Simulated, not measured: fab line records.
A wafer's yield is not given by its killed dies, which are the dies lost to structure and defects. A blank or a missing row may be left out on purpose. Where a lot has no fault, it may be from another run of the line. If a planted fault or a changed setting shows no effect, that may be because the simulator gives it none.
fab line records	flow berkeleyCmos170
record lots=14	wafers=42	lastDay=13
route steps=331 shown PWELL@47 WELLDRIVE@57 ACTIVE@70
lots with no fault: from the same line, run without faults
startH: start of the lot's first displayed wafer, in hours after the record's first day	waitH: hours from the lot's prior step to this one	" as in the row above	L1.1+2: a single row standing in for several wafers	- no value, or no start given	* or withheld: withheld	< > ~ a bound
route shown NAME@n: a module of which the file shows steps, and the number in the route of the first	usual: mean/standard deviation taken from wafers without a fault	same: alike in all rows	chamber/n: place in a boat	sites: each site's reading	_std_site: standard deviation of those values	_edge_site: outer sites' mean less inner sites'	radiusMm: how far each site lies from the wafer's centre	mask NAME#n: copy n	behind: tool/chamber where the wafer was last shaped	hold: why the lot was held/for how many hours/how that ended	device: which transistor (n, p or np) failed to switch	end of line: tests of these same wafers at the route's end	a step without rows: its recipe alone	killed: at the first sort, the dies lost to defects and structure; wafer yield is something else	map: a wafer's dies, marking killed ones x, the rest . and places with no die _
set.NAME: the run value of the setting; set.NAME@STEP: its run value at that earlier step	model.NAME: the simulator's own value behind a step, which no gauge read
steps of the route over a sample of lots; a table a step, a row a wafer
services: from which hour (startH, from the record's first day; less than 0 if before it) a tool's chamber was out of use, for how many hours, and why
## steps
# step UCB170_PWELL_OVL_MEAS_13
# usual PWELL_OVL=-1/6.3
lot.wafer	tool	chamber	startH	waitH	PWELL_OVL[nm]
L591.3	overlay-02	-	58.91	-	-5
L591.4	"	-	"	"	-4
L591.5	"	-	"	"	0
L595.3	overlay-02	-	94.91	-	0
L595.5	"	-	"	"	2
L595.6	"	-	"	"	0
L594.1	overlay-01	-	95.14	-	1
L594.3	"	-	"	"	-3
L594.6	"	-	"	"	-2
L596.1	overlay-02	-	105.31	-	6
L596.3	"	-	"	"	2
L596.4	"	-	"	"	1
L597.1	overlay-02	-	105.47	-	6
L597.4	"	-	"	"	12
L597.5	"	-	"	"	1
L605.1	overlay-01	-	130.52	-	4
L605.4	"	-	"	"	12
L605.5	"	-	"	"	4
L604.1	overlay-01	-	130.70	-	0
L604.2	"	-	"	"	-1
L604.6	"	-	"	"	-4
L602.1	overlay-02	-	130.79	-	0
L602.2	"	-	"	"	7
L602.3	"	-	"	"	1
L608.2	overlay-01	-	141.75	-	2
L608.3	"	-	"	"	-2
L608.4	"	-	"	"	6
L610.1	overlay-01	-	147.74	-	-4
L610.3	"	-	"	"	-8
L610.5	"	-	"	"	-3
L611.3	overlay-02	-	152.86	-	-4
L611.4	"	-	"	"	-11
L611.6	"	-	"	"	-12
L613.2	overlay-02	-	166.19	-	3
L613.3	"	-	"	"	-2
L613.4	"	-	"	"	-4
L612.1	overlay-01	-	166.57	-	5
L612.4	"	-	"	"	3
L612.5	"	-	"	"	-1
L614.2	overlay-02	-	172.43	-	-1
L614.5	"	-	"	"	-7
L614.6	"	-	"	"	-7
# step UCB170_PWELL_ETCH_14
# recipe chemistry=CH3F/Ar/O2	target=Si3N4	stopOn=SiO2	CH3F_flow_sccm=20	Ar_flow_sccm=50	O2_flow_sccm=7	pressureMtorr=50	rfW=450	targetDepthA=2420	overEtchFrac=0.1	timeS=151
# usual drypumpMotorCurrentA=5.7/0.39	oesProductAu=0.910/0.017	throttleValvePct=8.06/0.11
# same overEtchFrac=0.1
lot.wafer	tool	chamber	startH	waitH	drypumpMotorCurrentA	oesProductAu	rfHoursCounterH	throttleValvePct
L591.3	rieDiel-02	3	58.94	0.0	5.7	0.920	158	7.87
L591.4	"	1	"	"	6.0	0.900	64	8.08
L591.5	"	2	"	"	5.5	0.891	-	8.22
L595.3	rieDiel-04	3	94.93	0.0	5.9	0.904	13	8.09
L595.5	"	3	"	"	5.9	0.914	-	8.10
L595.6	"	0	"	"	5.6	0.922	-	8.02
L594.1	rieDiel-01	3	95.17	0.0	6.4	0.886	77	8.07
L594.3	"	0	"	"	5.5	0.885	9	8.05
L594.6	"	0	"	"	5.5	0.888	-	8.05
L596.1	rieDiel-04	2	105.35	0.0	5.8	0.909	129	7.94
L596.3	"	3	"	"	5.8	0.907	13	8.11
L596.4	"	0	"	"	5.7	0.917	14	8.02
L597.1	rieDiel-01	1	105.50	0.0	5.7	0.927	22	8.30
L597.4	"	3	"	"	6.4	0.895	77	8.06
L597.5	"	2	"	"	6.0	0.914	-	8.09
L605.1	rieDiel-04	0	130.55	0.0	5.7	0.923	15	8.01
L605.4	"	3	"	"	5.9	0.908	14	8.09
L605.5	"	0	"	"	5.6	0.913	-	8.01
L604.1	rieDiel-01	1	130.74	0.0	5.7	0.927	23	8.30
L604.2	"	2	"	"	6.0	0.917	53	8.06
L604.6	"	1	"	"	5.8	0.935	-	8.29
L602.1	rieDiel-04	2	130.83	0.0	5.8	0.896	130	7.95
L602.2	"	0	"	"	5.7	0.914	16	8.01
L602.3	"	3	"	"	5.9	0.887	14	8.12
L608.2	rieDiel-02	1	141.78	0.0	6.0	0.894	67	8.09
L608.3	"	0	"	"	4.7	0.956	15	7.85
L608.4	"	0	"	"	4.8	0.944	-	7.85
L610.1	rieDiel-01	3	147.77	0.0	6.4	0.897	79	8.05
L610.3	"	2	"	"	6.0	0.916	54	8.08
L610.5	"	3	"	"	6.4	0.895	-	8.05
L611.3	rieDiel-01	3	152.88	0.0	6.4	0.895	79	8.07
L611.4	"	2	"	"	6.1	0.914	54	8.08
L611.6	"	0	"	"	5.5	0.904	-	8.07
L613.2	rieDiel-02	0	166.22	0.0	4.7	0.948	16	7.86
L613.3	"	2	"	"	5.4	0.888	15	8.23
L613.4	"	1	"	"	6.0	0.898	69	8.10
L612.1	rieDiel-04	2	166.61	0.0	5.7	0.915	132	7.97
L612.4	"	0	"	"	5.6	0.947	17	8.01
L612.5	"	3	"	"	5.9	0.919	-	8.10
L614.2	rieDiel-02	2	172.46	0.0	5.4	0.889	15	8.23
L614.5	"	0	"	"	4.8	0.935	-	7.85
L614.6	"	1	"	"	6.0	0.886	-	8.10
# step UCB170_WELLDRIVE_THK_MEAS_02
# recipe reads=SiO2_of_WELLDRIVE_OXIDATION_01
# usual WELLDRIVE_OXIDE_THK=199/3.2
lot.wafer	tool	chamber	startH	waitH	WELLDRIVE_OXIDE_THK[nm]
L591.3	filmMetro-03	-	74.00	0.0	200
L591.4	"	-	"	"	200
L591.5	"	-	"	"	199
L594.1	filmMetro-04	-	106.55	0.0	199
L594.3	"	-	"	"	201
L594.6	"	-	"	"	201
L595.3	filmMetro-02	-	106.57	0.0	197
L595.5	"	-	"	"	200
L595.6	"	-	"	"	199
L596.1	filmMetro-02	-	118.17	0.0	196
L596.3	"	-	"	"	198
L596.4	"	-	"	"	193
L597.1	filmMetro-04	-	118.17	0.0	197
L597.4	"	-	"	"	198
L597.5	"	-	"	"	204
L605.1	filmMetro-03	-	144.22	0.0	197
L605.4	"	-	"	"	196
L605.5	"	-	"	"	197
L602.1	filmMetro-03	-	144.28	0.1	197
L602.2	"	-	"	"	195
L602.3	"	-	"	"	196
L604.1	filmMetro-04	-	144.28	0.1	196
L604.2	"	-	"	"	192
L604.6	"	-	"	"	195
L608.2	filmMetro-04	-	155.24	0.0	206
L608.3	"	-	"	"	209
L608.4	"	-	"	"	206
L610.1	filmMetro-04	-	160.26	0.0	201
L610.3	"	-	"	"	201
L610.5	"	-	"	"	201
L611.3	filmMetro-04	-	165.66	0.0	202
L611.4	"	-	"	"	199
L611.6	"	-	"	"	206
L612.1	filmMetro-04	-	178.59	0.0	195
L612.4	"	-	"	"	197
L612.5	"	-	"	"	193
L613.2	filmMetro-03	-	178.60	0.0	200
L613.3	"	-	"	"	198
L613.4	"	-	"	"	195
L614.2	filmMetro-04	-	187.44	0.0	202
L614.5	"	-	"	"	198
L614.6	"	-	"	"	201
# step UCB170_ACTIVE_EXPOSE_10
# recipe maskId=ACTIVE	targetCdNm=1200	na=0.5	sigmaOuter=0.6	sourceShape=conventional	doseMj=20.43
# usual exposureDoseMJCm2=19.994/0.02	focusOffsetNm=0.0/0.57
lot.wafer	tool	chamber	startH	waitH	mask	exposureDoseMJCm2	focusOffsetNm
L591.3	krfScanner-02	0	107.01	0.3	ACTIVE#0	19.983	0.1
L591.4	"	0	"	"	ACTIVE#0	19.952	-0.2
L591.5	"	0	"	"	ACTIVE#0	19.979	0.3
L595.3	krfScanner-01	0	126.09	0.1	ACTIVE#0	19.989	0.8
L595.5	"	0	"	"	ACTIVE#0	19.984	0.7
L595.6	"	0	"	"	ACTIVE#0	19.980	0.2
L594.1	krfScanner-02	0	126.30	0.4	ACTIVE#0	19.991	-0.4
L594.3	"	0	"	"	ACTIVE#0	20.015	-0.5
L594.6	"	0	"	"	ACTIVE#0	20.037	0.5
L597.1	krfScanner-02	0	134.61	0.1	ACTIVE#0	19.994	0.1
L597.4	"	0	"	"	ACTIVE#0	20.009	0.8
L597.5	"	0	"	"	ACTIVE#0	19.991	0.2
L596.1	krfScanner-02	0	134.75	0.1	ACTIVE#0	19.982	-0.5
L596.3	"	0	"	"	ACTIVE#0	19.997	-0.2
L596.4	"	0	"	"	ACTIVE#0	20.007	0.1
L605.1	krfScanner-01	-	161.22	0.4	ACTIVE#0	-	-
L605.4	"	-	"	"	ACTIVE#0	-	-
L605.5	"	-	"	"	ACTIVE#0	-	-
L602.1	krfScanner-02	-	161.46	0.4	ACTIVE#0	-	-
L602.2	"	-	"	"	ACTIVE#0	-	-
L602.3	"	-	"	"	ACTIVE#0	-	-
L604.1	krfScanner-01	0	161.82	0.6	ACTIVE#0	19.996	-0.4
L604.2	"	0	"	"	ACTIVE#0	20.019	0.3
L604.6	"	0	"	"	ACTIVE#0	20.043	0.8
L608.2	krfScanner-01	0	174.85	0.4	ACTIVE#0	19.965	0.4
L608.3	"	0	"	"	ACTIVE#0	19.979	-0.1
L608.4	"	0	"	"	ACTIVE#0	19.998	0.0
L610.1	krfScanner-01	0	180.50	0.1	ACTIVE#0	20.024	-0.1
L610.3	"	0	"	"	ACTIVE#0	20.003	-0.8
L610.5	"	0	"	"	ACTIVE#0	20.000	0.1
L611.3	krfScanner-01	0	185.14	0.1	ACTIVE#0	20.020	-0.8
L611.4	"	0	"	"	ACTIVE#0	19.963	-1.1
L611.6	"	0	"	"	ACTIVE#0	19.994	-0.8
L612.1	krfScanner-02	0	200.44	-	ACTIVE#0	20.014	0.9
L612.4	"	0	"	"	ACTIVE#0	20.021	0.5
L612.5	"	0	"	"	ACTIVE#0	19.987	-0.2
L613.2	krfScanner-02	0	200.58	-	ACTIVE#0	20.029	-0.5
L613.3	"	0	"	"	ACTIVE#0	19.993	-0.1
L613.4	"	0	"	"	ACTIVE#0	20.016	-0.7
L614.2	krfScanner-02	0	206.06	0.1	ACTIVE#0	20.030	-0.8
L614.5	"	0	"	"	ACTIVE#0	19.999	0.1
L614.6	"	0	"	"	ACTIVE#0	19.983	0.6
## services
tool	chamber	startH	hours	kind
rieDiel-01	2	36.06	2.3	repair
krfScanner-01	-	38.03	5.0	repair
rieDiel-04	3	47.45	6.9	repair
krfScanner-02	0	48.56	-	calibration
rieDiel-01	-	51.51	14.6	pm
rieDiel-02	-	54.87	0.2	repair
krfScanner-02	-	61.37	0.8	repair
krfScanner-01	0	62.77	-	calibration
krfScanner-02	-	82.25	1.3	pm
krfScanner-01	-	90.49	1.0	pm
rieDiel-02	-	103.79	2.8	pm
rieDiel-01	2	108.72	4.8	repair
rieDiel-02	3	126.54	-	clean
rieDiel-02	3	126.54	18.7	scheduledDown
krfScanner-02	-	128.82	3.0	pm
krfScanner-01	-	134.11	0.8	pm
krfScanner-01	-	136.37	1.3	pm
krfScanner-01	-	164.40	0.8	repair
rieDiel-04	-	174.03	14.6	pm
krfScanner-02	-	179.79	0.8	pm
rieDiel-02	1	191.31	4.4	repair
krfScanner-02	-	191.57	1.0	pm
krfScanner-02	-	194.76	1.1	repair
rieDiel-01	-	200.00	4.0	pm
## key
firstSign step=UCB170_ACTIVE_EXPOSE_10	reading=toolRecord	direction=missing
effect none on later readings
metAt UCB170_ACTIVE_EXPOSE_10
struckLots L602,L605
laterRowsLeftOut L602.1,L602.2,L602.3,L605.1,L605.4,L605.5
sortLeftOut L602.1,L602.2,L602.3,L605.1,L605.4,L605.5
testerLeftOut L602,L605
notActingAt UCB170_PWELL_OVL_MEAS_13,UCB170_PWELL_ETCH_14,UCB170_WELLDRIVE_THK_MEAS_02
onsetBetween 134.75 161.22
fault kind=skippedStepWhole	tool=krfScanner-01,krfScanner-02	chamber=-	onsetH=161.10	steps=UCB170_ACTIVE_EXPOSE_10	scope=struckLotsOnly
# testerLeftOut: of these lots the tester's yield and bins aren't shown, on N5 and GAA mostly nor the transistor test; their killed dies are dies lost to structure and defects alone, not to doping, threshold or leakage, so they don't give the yield
# sortLeftOut: the simulated sort isn't trusted on such a fault, so these wafers' sort isn't shown, and their yield isn't known
# laterRowsLeftOut: the simulator's readings of these wafers behind a module that went badly wrong aren't trusted and aren't shown, but for the sort
